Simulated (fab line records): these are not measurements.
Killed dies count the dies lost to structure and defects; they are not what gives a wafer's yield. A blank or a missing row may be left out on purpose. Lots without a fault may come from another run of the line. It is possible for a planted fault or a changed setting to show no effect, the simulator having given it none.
Which tool did it? || flow berkeley-cmos170 || 14 lots with 42 wafers sampled at 7 steps, on a route of 331 steps

== WHAT THE GAUGES READ, wafer by wafer ==
UCB170_GATE_CD_MEAS_90: the cd target is 350 nm. Usual: cd-nm 349.6 nm, standard deviation 1.3.
{"lot": "L230", "measured": "day 5 22:41", "on": "cd-sem-01", "cd-nm (nm)": "352.0 349.4 351.8", "flag": ""}
{"lot": "L233", "measured": "day 6 09:46", "on": "cd-sem-01", "cd-nm (nm)": "348.7 351.1 350.5", "flag": ""}
{"lot": "L234", "measured": "day 7 03:20", "on": "cd-sem-02", "cd-nm (nm)": "351.6 349.7 349.4", "flag": ""}
{"lot": "L238", "measured": "day 7 23:31", "on": "cd-sem-02", "cd-nm (nm)": "351.2 350.7 350.4", "flag": ""}
{"lot": "L239", "measured": "day 8 08:36", "on": "cd-sem-01", "cd-nm (nm)": "350.7 349.8 350.8", "flag": ""}
{"lot": "L241", "measured": "day 8 08:42", "on": "cd-sem-02", "cd-nm (nm)": "351.5 352.3 348.8", "flag": ""}
{"lot": "L243", "measured": "day 8 18:19", "on": "cd-sem-01", "cd-nm (nm)": "349.3 350.6 348.9", "flag": ""}
{"lot": "L244", "measured": "day 9 13:21", "on": "cd-sem-02", "cd-nm (nm)": "348.7 349.7 349.5", "flag": ""}
{"lot": "L245", "measured": "day 9 13:37", "on": "cd-sem-02", "cd-nm (nm)": "349.1 348.7 348.8", "flag": ""}
{"lot": "L247", "measured": "day 9 18:05", "on": "cd-sem-01", "cd-nm (nm)": "350.3 349.6 350.2", "flag": ""}
{"lot": "L248", "measured": "day 10 01:04", "on": "cd-sem-01", "cd-nm (nm)": "349.1 350.9 350.4", "flag": ""}
{"lot": "L249", "measured": "day 10 13:07", "on": "cd-sem-02", "cd-nm (nm)": "349.3 350.2 348.9", "flag": ""}
{"lot": "L250", "measured": "day 10 20:55", "on": "cd-sem-02", "cd-nm (nm)": "349.1 351.9 347.4", "flag": ""}
{"lot": "L253", "measured": "day 11 06:08", "on": "cd-sem-02", "cd-nm (nm)": "349.7 349.5 350.3", "flag": ""}

UCB170_SPACER_THK_MEAS_01. Usual: for SPACER_TEOS_THK the level is 375 nm and the standard deviation is 5.4.
{"lot": "L230", "measured": "day 6 03:26", "on": "film-metro-04", "SPACER_TEOS_THK (nm)": "379 375 382", "flag": ""}
{"lot": "L233", "measured": "day 6 15:39", "on": "film-metro-04", "SPACER_TEOS_THK (nm)": "372 368 379", "flag": ""}
{"lot": "L234", "measured": "day 7 07:20", "on": "film-metro-04", "SPACER_TEOS_THK (nm)": "376 372 380", "flag": ""}
{"lot": "L238", "measured": "day 8 03:27", "on": "film-metro-01", "SPACER_TEOS_THK (nm)": "374 377 381", "flag": ""}
{"lot": "L239", "measured": "day 8 13:20", "on": "film-metro-04", "SPACER_TEOS_THK (nm)": "366 362 369", "flag": ""}
{"lot": "L241", "measured": "day 8 13:24", "on": "film-metro-04", "SPACER_TEOS_THK (nm)": "379 376 379", "flag": ""}
{"lot": "L243", "measured": "day 8 23:15", "on": "film-metro-02", "SPACER_TEOS_THK (nm)": "371 369 375", "flag": ""}
{"lot": "L244", "measured": "day 9 17:40", "on": "film-metro-02", "SPACER_TEOS_THK (nm)": "375 373 377", "flag": ""}
{"lot": "L245", "measured": "day 9 17:47", "on": "film-metro-04", "SPACER_TEOS_THK (nm)": "364 369 371", "flag": ""}
{"lot": "L247", "measured": "day 9 21:58", "on": "film-metro-02", "SPACER_TEOS_THK (nm)": "375 373 378", "flag": ""}
{"lot": "L248", "measured": "day 10 06:01", "on": "film-metro-01", "SPACER_TEOS_THK (nm)": "366 368 374", "flag": ""}
{"lot": "L249", "measured": "day 10 19:29", "on": "film-metro-01", "SPACER_TEOS_THK (nm)": "374 380 385", "flag": ""}
{"lot": "L250", "measured": "day 11 01:19", "on": "film-metro-02", "SPACER_TEOS_THK (nm)": "378 383 380", "flag": ""}
{"lot": "L253", "measured": "day 11 10:16", "on": "film-metro-04", "SPACER_TEOS_THK (nm)": "365 369 373", "flag": ""}

UCB170_NSD_TW_MEAS_10. Usual: for NSD_TW the level is 4174 and the standard deviation is 41.
{"lot": "L230", "measured": "day 6 13:34", "on": "film-metro-02", "NSD_TW": "4222 4229 4218", "flag": ""}
{"lot": "L233", "measured": "day 7 00:30", "on": "film-metro-01", "NSD_TW": "4140 4159 4142", "flag": ""}
{"lot": "L234", "measured": "day 7 16:28", "on": "film-metro-01", "NSD_TW": "4133 4131 4156", "flag": ""}
{"lot": "L238", "measured": "day 8 11:41", "on": "film-metro-01", "NSD_TW": "30 30 30", "flag": "OFF"}
{"lot": "L239", "measured": "day 8 21:29", "on": "film-metro-03", "NSD_TW": "30 30 30", "flag": "OFF"}
{"lot": "L241", "measured": "day 8 22:29", "on": "film-metro-02", "NSD_TW": "4247 4238 4255", "flag": ""}
{"lot": "L243", "measured": "day 9 09:08", "on": "film-metro-03", "NSD_TW": "4157 4169 4150", "flag": ""}
{"lot": "L244", "measured": "day 10 03:28", "on": "film-metro-01", "NSD_TW": "4113 4138 4133", "flag": ""}
{"lot": "L245", "measured": "day 10 03:17", "on": "film-metro-03", "NSD_TW": "4188 4202 4201", "flag": ""}
{"lot": "L247", "measured": "day 10 04:09", "on": "film-metro-01", "NSD_TW": "4136 4117 4122", "flag": ""}
{"lot": "L248", "measured": "day 10 13:32", "on": "film-metro-02", "NSD_TW": "4273 4240 4264", "flag": ""}
{"lot": "L249", "measured": "day 11 01:58", "on": "film-metro-02", "NSD_TW": "4234 4253 4214", "flag": ""}
{"lot": "L250", "measured": "day 11 10:44", "on": "film-metro-03", "NSD_TW": "4145 4166 4173", "flag": ""}
{"lot": "L253", "measured": "day 11 20:30", "on": "film-metro-02", "NSD_TW": "4226 4222 4261", "flag": ""}

UCB170_SDANNEAL_RS_MEAS_03: measurement is done with a four-point probe. Usual: for NSD_RS the level is 37.24 ohm/sq and the standard deviation is 0.072.
{"lot": "L230", "measured": "day 6 16:08", "on": "film-metro-01", "NSD_RS (ohm/sq)": "37.26 37.17 37.17", "flag": ""}
{"lot": "L233", "measured": "day 7 01:42", "on": "film-metro-03", "NSD_RS (ohm/sq)": "37.33 37.22 37.25", "flag": ""}
{"lot": "L234", "measured": "day 7 17:52", "on": "film-metro-03", "NSD_RS (ohm/sq)": "37.23 37.24 37.23", "flag": ""}
{"lot": "L238", "measured": "day 8 13:21", "on": "film-metro-01", "NSD_RS (ohm/sq)": "132.70 132.91 132.91", "flag": "OFF"}
{"lot": "L239", "measured": "day 8 22:53", "on": "film-metro-02", "NSD_RS (ohm/sq)": "132.86 133.01 132.73", "flag": "OFF"}
{"lot": "L241", "measured": "day 8 23:42", "on": "film-metro-01", "NSD_RS (ohm/sq)": "37.18 37.15 37.04", "flag": ""}
{"lot": "L243", "measured": "day 9 10:23", "on": "film-metro-01", "NSD_RS (ohm/sq)": "37.14 37.18 37.11", "flag": ""}
{"lot": "L244", "measured": "day 10 05:20", "on": "film-metro-01", "NSD_RS (ohm/sq)": "37.24 37.24 37.35", "flag": ""}
{"lot": "L245", "measured": "day 10 04:56", "on": "film-metro-03", "NSD_RS (ohm/sq)": "37.20 37.26 37.14", "flag": ""}
{"lot": "L247", "measured": "day 10 05:47", "on": "film-metro-02", "NSD_RS (ohm/sq)": "37.30 37.27 37.29", "flag": ""}
{"lot": "L248", "measured": "day 10 16:31", "on": "film-metro-02", "NSD_RS (ohm/sq)": "37.22 37.30 37.28", "flag": ""}
{"lot": "L249", "measured": "day 11 03:11", "on": "film-metro-02", "NSD_RS (ohm/sq)": "37.36 37.32 37.31", "flag": ""}
{"lot": "L250", "measured": "day 11 11:57", "on": "film-metro-02", "NSD_RS (ohm/sq)": "37.28 37.32 37.32", "flag": ""}
{"lot": "L253", "measured": "day 11 22:33", "on": "film-metro-03", "NSD_RS (ohm/sq)": "37.28 37.26 37.23", "flag": ""}

== WHAT TOOL EACH LOT RAN ON (gives the tool, then ch and the chambers of the sampled wafers, and finally the start) ==
{"lot": "L230", "UCB170_NSD_IMPLANT_08": "implanter-01 ch 0, day 6 13:19", "UCB170_NSD_STRIP_09": "plasma-asher-03 ch 0, day 6 13:28", "UCB170_SDANNEAL_RTA_00": "rtp-anneal-01 ch 0, day 6 15:53"}
{"lot": "L233", "UCB170_NSD_IMPLANT_08": "implanter-01 ch 0, day 7 00:15", "UCB170_NSD_STRIP_09": "plasma-asher-03 ch 0,1, day 7 00:24", "UCB170_SDANNEAL_RTA_00": "rtp-anneal-02 ch 0, day 7 01:28"}
{"lot": "L234", "UCB170_NSD_IMPLANT_08": "implanter-04 ch 0, day 7 16:13", "UCB170_NSD_STRIP_09": "plasma-asher-04 ch 0, day 7 16:22", "UCB170_SDANNEAL_RTA_00": "rtp-anneal-01 ch 0, day 7 17:38"}
{"lot": "L238", "UCB170_NSD_IMPLANT_08": "implanter-03, day 8 11:28", "UCB170_NSD_STRIP_09": "plasma-asher-03 ch 0,1, day 8 11:36", "UCB170_SDANNEAL_RTA_00": "rtp-anneal-01 ch 0, day 8 13:05"}
{"lot": "L239", "UCB170_NSD_IMPLANT_08": "implanter-04, day 8 21:14", "UCB170_NSD_STRIP_09": "plasma-asher-03 ch 0,1, day 8 21:23", "UCB170_SDANNEAL_RTA_00": "rtp-anneal-02 ch 0, day 8 22:38"}
{"lot": "L241", "UCB170_NSD_IMPLANT_08": "implanter-03 ch 0, day 8 22:14", "UCB170_NSD_STRIP_09": "plasma-asher-02 ch 0,1, day 8 22:23", "UCB170_SDANNEAL_RTA_00": "rtp-anneal-01 ch 0, day 8 23:28"}
{"lot": "L243", "UCB170_NSD_IMPLANT_08": "implanter-04 ch 0, day 9 08:53", "UCB170_NSD_STRIP_09": "plasma-asher-04 ch 0,1, day 9 09:02", "UCB170_SDANNEAL_RTA_00": "rtp-anneal-02 ch 0, day 9 10:08"}
{"lot": "L244", "UCB170_NSD_IMPLANT_08": "implanter-03 ch 0, day 10 03:13", "UCB170_NSD_STRIP_09": "plasma-asher-04 ch 0,1, day 10 03:22", "UCB170_SDANNEAL_RTA_00": "rtp-anneal-01 ch 0, day 10 05:05"}
{"lot": "L245", "UCB170_NSD_IMPLANT_08": "implanter-04 ch 0, day 10 03:02", "UCB170_NSD_STRIP_09": "plasma-asher-02 ch 0,1, day 10 03:11", "UCB170_SDANNEAL_RTA_00": "rtp-anneal-02 ch 0, day 10 04:41"}
{"lot": "L247", "UCB170_NSD_IMPLANT_08": "implanter-01 ch 0, day 10 03:54", "UCB170_NSD_STRIP_09": "plasma-asher-02 ch 0,1, day 10 04:03", "UCB170_SDANNEAL_RTA_00": "rtp-anneal-01 ch 0, day 10 05:32"}
{"lot": "L248", "UCB170_NSD_IMPLANT_08": "implanter-03 ch 0, day 10 13:17", "UCB170_NSD_STRIP_09": "plasma-asher-03 ch 0,1, day 10 13:26", "UCB170_SDANNEAL_RTA_00": "rtp-anneal-01 ch 0, day 10 16:17"}
{"lot": "L249", "UCB170_NSD_IMPLANT_08": "implanter-03 ch 0, day 11 01:43", "UCB170_NSD_STRIP_09": "plasma-asher-04 ch 0,1, day 11 01:52", "UCB170_SDANNEAL_RTA_00": "rtp-anneal-02 ch 0, day 11 02:56"}
{"lot": "L250", "UCB170_NSD_IMPLANT_08": "implanter-04 ch 0, day 11 10:31", "UCB170_NSD_STRIP_09": "plasma-asher-03 ch 0,1, day 11 10:38", "UCB170_SDANNEAL_RTA_00": "rtp-anneal-02 ch 0, day 11 11:41"}
{"lot": "L253", "UCB170_NSD_IMPLANT_08": "implanter-01 ch 0, day 11 20:16", "UCB170_NSD_STRIP_09": "plasma-asher-04 ch 0,1, day 11 20:23", "UCB170_SDANNEAL_RTA_00": "rtp-anneal-01 ch 0, day 11 22:18"}
- UCB170_NSD_IMPLANT_08
- UCB170_NSD_STRIP_09: strips in O2.
- UCB170_SDANNEAL_RTA_00: time 10 s.

== WHAT THE TOOLS THEMSELVES READ (means of the sampled wafers that have a number; where no wafer has one, the mark that the record gives instead) ==
UCB170_NSD_IMPLANT_08. Usual: beam-energy-keV 40.000, standard deviation 0.012; beam-on-s 9.99 s, standard deviation 0.18; end-station-pressure-torr 1.26e-05 Torr, standard deviation 6.6e-07.
{"lot": "L230", "tool": "implanter-01", "beam-energy-keV": 40.013, "beam-on-s (s)": 10.06, "end-station-pressure-torr (Torr)": 1.28e-05, "flag": ""}
{"lot": "L233", "tool": "implanter-01", "beam-energy-keV": 40.011, "beam-on-s (s)": 9.86, "end-station-pressure-torr (Torr)": 1.26e-05, "flag": ""}
{"lot": "L234", "tool": "implanter-04", "beam-energy-keV": 40.003, "beam-on-s (s)": 10.08, "end-station-pressure-torr (Torr)": 1.28e-05, "flag": ""}
{"lot": "L238", "tool": "implanter-03", "beam-energy-keV": "-", "beam-on-s (s)": "-", "end-station-pressure-torr (Torr)": "-", "flag": "OFF"}
{"lot": "L239", "tool": "implanter-04", "beam-energy-keV": "-", "beam-on-s (s)": "-", "end-station-pressure-torr (Torr)": "-", "flag": "OFF"}
{"lot": "L241", "tool": "implanter-03", "beam-energy-keV": 39.994, "beam-on-s (s)": 9.86, "end-station-pressure-torr (Torr)": 1.17e-05, "flag": ""}
{"lot": "L243", "tool": "implanter-04", "beam-energy-keV": 40.007, "beam-on-s (s)": 9.93, "end-station-pressure-torr (Torr)": 1.24e-05, "flag": ""}
{"lot": "L244", "tool": "implanter-03", "beam-energy-keV": 39.982, "beam-on-s (s)": 9.97, "end-station-pressure-torr (Torr)": 1.24e-05, "flag": ""}
{"lot": "L245", "tool": "implanter-04", "beam-energy-keV": 39.981, "beam-on-s (s)": 9.99, "end-station-pressure-torr (Torr)": 1.24e-05, "flag": ""}
{"lot": "L247", "tool": "implanter-01", "beam-energy-keV": 40.007, "beam-on-s (s)": 10.05, "end-station-pressure-torr (Torr)": 1.28e-05, "flag": ""}
{"lot": "L248", "tool": "implanter-03", "beam-energy-keV": 40.000, "beam-on-s (s)": 9.90, "end-station-pressure-torr (Torr)": 1.24e-05, "flag": ""}
{"lot": "L249", "tool": "implanter-03", "beam-energy-keV": 40.006, "beam-on-s (s)": 9.96, "end-station-pressure-torr (Torr)": 1.24e-05, "flag": ""}
{"lot": "L250", "tool": "implanter-04", "beam-energy-keV": 39.994, "beam-on-s (s)": 10.23, "end-station-pressure-torr (Torr)": 1.31e-05, "flag": ""}
{"lot": "L253", "tool": "implanter-01", "beam-energy-keV": 40.001, "beam-on-s (s)": 10.04, "end-station-pressure-torr (Torr)": 1.29e-05, "flag": ""}

UCB170_NSD_STRIP_09. Usual: drypump-motor-current-A 5.80 A, standard deviation 0.27; oes-product-au 0.533 a.u., standard deviation 0.0045; strip-time-to-endpoint-s 35.82 s, standard deviation 0.07.
{"lot": "L230", "tool": "plasma-asher-03", "drypump-motor-current-A (A)": 6.31, "oes-product-au (a.u.)": 0.536, "strip-time-to-endpoint-s (s)": 35.86, "flag": ""}
{"lot": "L233", "tool": "plasma-asher-03", "drypump-motor-current-A (A)": 6.18, "oes-product-au (a.u.)": 0.535, "strip-time-to-endpoint-s (s)": 35.87, "flag": ""}
{"lot": "L234", "tool": "plasma-asher-04", "drypump-motor-current-A (A)": 5.52, "oes-product-au (a.u.)": 0.531, "strip-time-to-endpoint-s (s)": 35.77, "flag": ""}
{"lot": "L238", "tool": "plasma-asher-03", "drypump-motor-current-A (A)": 6.18, "oes-product-au (a.u.)": 0.734, "strip-time-to-endpoint-s (s)": 21.58, "flag": "OFF"}
{"lot": "L239", "tool": "plasma-asher-03", "drypump-motor-current-A (A)": 5.99, "oes-product-au (a.u.)": 0.732, "strip-time-to-endpoint-s (s)": 21.57, "flag": "OFF"}
{"lot": "L241", "tool": "plasma-asher-02", "drypump-motor-current-A (A)": 5.59, "oes-product-au (a.u.)": 0.532, "strip-time-to-endpoint-s (s)": 35.83, "flag": ""}
{"lot": "L243", "tool": "plasma-asher-04", "drypump-motor-current-A (A)": 5.79, "oes-product-au (a.u.)": 0.532, "strip-time-to-endpoint-s (s)": 35.87, "flag": ""}
{"lot": "L244", "tool": "plasma-asher-04", "drypump-motor-current-A (A)": 5.81, "oes-product-au (a.u.)": 0.530, "strip-time-to-endpoint-s (s)": 35.84, "flag": ""}
{"lot": "L245", "tool": "plasma-asher-02", "drypump-motor-current-A (A)": 5.71, "oes-product-au (a.u.)": 0.534, "strip-time-to-endpoint-s (s)": 35.96, "flag": ""}
{"lot": "L247", "tool": "plasma-asher-02", "drypump-motor-current-A (A)": 5.70, "oes-product-au (a.u.)": 0.537, "strip-time-to-endpoint-s (s)": 35.85, "flag": ""}
{"lot": "L248", "tool": "plasma-asher-03", "drypump-motor-current-A (A)": 5.95, "oes-product-au (a.u.)": 0.539, "strip-time-to-endpoint-s (s)": 35.82, "flag": ""}
{"lot": "L249", "tool": "plasma-asher-04", "drypump-motor-current-A (A)": 5.67, "oes-product-au (a.u.)": 0.536, "strip-time-to-endpoint-s (s)": 35.72, "flag": ""}
{"lot": "L250", "tool": "plasma-asher-03", "drypump-motor-current-A (A)": 5.95, "oes-product-au (a.u.)": 0.530, "strip-time-to-endpoint-s (s)": 35.81, "flag": ""}
{"lot": "L253", "tool": "plasma-asher-04", "drypump-motor-current-A (A)": 5.66, "oes-product-au (a.u.)": 0.535, "strip-time-to-endpoint-s (s)": 35.87, "flag": ""}

UCB170_SDANNEAL_RTA_00. Usual: anneal-temp-c-max 903.6, standard deviation 0.62; lamp-power-pct 25.3 %, standard deviation 0.36; wafer_temp_C_max 904.2, standard deviation 1.1.
{"lot": "L230", "tool": "rtp-anneal-01", "anneal-temp-c-max": 905.0, "lamp-power-pct (%)": 25.0, "wafer_temp_C_max": 905.7, "flag": ""}
{"lot": "L233", "tool": "rtp-anneal-02", "anneal-temp-c-max": 903.9, "lamp-power-pct (%)": 25.7, "wafer_temp_C_max": 903.1, "flag": ""}
{"lot": "L234", "tool": "rtp-anneal-01", "anneal-temp-c-max": 903.4, "lamp-power-pct (%)": 25.0, "wafer_temp_C_max": 904.1, "flag": ""}
{"lot": "L238", "tool": "rtp-anneal-01", "anneal-temp-c-max": 903.2, "lamp-power-pct (%)": 25.0, "wafer_temp_C_max": 905.5, "flag": ""}
{"lot": "L239", "tool": "rtp-anneal-02", "anneal-temp-c-max": 903.2, "lamp-power-pct (%)": 25.7, "wafer_temp_C_max": 903.5, "flag": ""}
{"lot": "L241", "tool": "rtp-anneal-01", "anneal-temp-c-max": 903.2, "lamp-power-pct (%)": 25.0, "wafer_temp_C_max": 905.1, "flag": ""}
{"lot": "L243", "tool": "rtp-anneal-02", "anneal-temp-c-max": 904.1, "lamp-power-pct (%)": 25.7, "wafer_temp_C_max": 903.6, "flag": ""}
{"lot": "L244", "tool": "rtp-anneal-01", "anneal-temp-c-max": 903.8, "lamp-power-pct (%)": 25.0, "wafer_temp_C_max": 905.1, "flag": ""}
{"lot": "L245", "tool": "rtp-anneal-02", "anneal-temp-c-max": 904.3, "lamp-power-pct (%)": 25.7, "wafer_temp_C_max": 903.4, "flag": ""}
{"lot": "L247", "tool": "rtp-anneal-01", "anneal-temp-c-max": 903.3, "lamp-power-pct (%)": 25.0, "wafer_temp_C_max": 904.0, "flag": ""}
{"lot": "L248", "tool": "rtp-anneal-01", "anneal-temp-c-max": 902.9, "lamp-power-pct (%)": 25.0, "wafer_temp_C_max": 904.0, "flag": ""}
{"lot": "L249", "tool": "rtp-anneal-02", "anneal-temp-c-max": 903.7, "lamp-power-pct (%)": 25.8, "wafer_temp_C_max": 903.3, "flag": ""}
{"lot": "L250", "tool": "rtp-anneal-02", "anneal-temp-c-max": 903.0, "lamp-power-pct (%)": 25.8, "wafer_temp_C_max": 904.1, "flag": ""}
{"lot": "L253", "tool": "rtp-anneal-01", "anneal-temp-c-max": 903.5, "lamp-power-pct (%)": 25.0, "wafer_temp_C_max": 903.7, "flag": ""}

== THE ANSWER, worked out from the rows above alone ==
Rule: a lot is off if the mean of its wafers that have a number lies more than 3 standard deviations from the usual mean. Also off: a lot with no number at a reading for which 4 or more lots have one. Any other lot the step has rows for is counted as sound. First the gauges in route order, then the tools' own readings, where a lot's mean is used as printed above. The first step at which some lot is off is used, and at that step the reading that is off furthest; a lot without a number counts as furthest.
Off: at UCB170_NSD_TW_MEAS_10 (NSD_TW), L238, L239.
A tool fits if, at a process step before that reading, it ran every lot that is off, and no sound lot after the first of them. Not tried: the gauges at UCB170_NSD_TW_MEAS_10; whatever is off there is also off at UCB170_NSD_IMPLANT_08, on other tools, and gauge error can't account for it. None of those tried fits.

== WHAT THE SIMULATOR HAD PUT IN ==
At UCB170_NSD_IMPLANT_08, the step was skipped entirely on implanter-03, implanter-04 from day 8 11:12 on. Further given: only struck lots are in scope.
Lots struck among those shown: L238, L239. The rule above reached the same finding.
